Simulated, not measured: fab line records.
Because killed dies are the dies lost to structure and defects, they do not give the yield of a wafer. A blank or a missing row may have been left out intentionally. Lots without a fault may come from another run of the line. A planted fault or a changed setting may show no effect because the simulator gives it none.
Matching of chambers    flow rit_cmos    4 sister chambers for RIT_SPACER_ETCHBACK_05 on rie_diel-04
The step etches Si3N4 in SF6/CHF3, stops on SiO2, target depth 250 nm, time 240 s. 4 wafers are shown with their chamber, then 7 later ones without.

## WAFERS PAIRED WITH THEIR CHAMBERS
wafer   chamber  drypump_motor_current_A (A)
L218.3  1        6.5
L221.5  0        6.5
L231.3  3        6.7
L231.5  2        5.3

## WAFERS WHOSE CHAMBER IS MISSING
wafer   drypump_motor_current_A (A)
L231.6  6.7
L235.4  6.5
L235.5  6.6
L235.6  6.5
L238.1  6.5
L238.2  6.7
L238.6  6.5

## THE CHAMBER EACH PASSED THROUGH
wafer   from the rows above           in truth
L231.6  3                             3
L235.4  can't be placed: 0 or 1       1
L235.5  can't be placed: 0 or 1 or 3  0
L235.6  can't be placed: 0 or 1       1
L238.1  can't be placed: 0 or 1       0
L238.2  3                             3
L238.6  can't be placed: 0 or 1       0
Correctly placed: 2 of 7. Can't be placed from these rows: 5 (the true chamber is among the candidates in 5). Wrongly placed: 0.
How it was worked out, from the rows above alone: a wafer's distance from a chamber is the root of the sum, over the readings, of the square of ((its reading less the chamber's mean) divided by the reading's scatter). If the next closest chamber is less than 2 further off than the closest, the wafer can't be placed; otherwise it belongs to the closest. For every chamber, the mean is computed from those of its wafers that are shown. The scatter: with one shown wafer a chamber, the root of the mean of the squares of how far each hidden wafer lies from its nearest shown one.
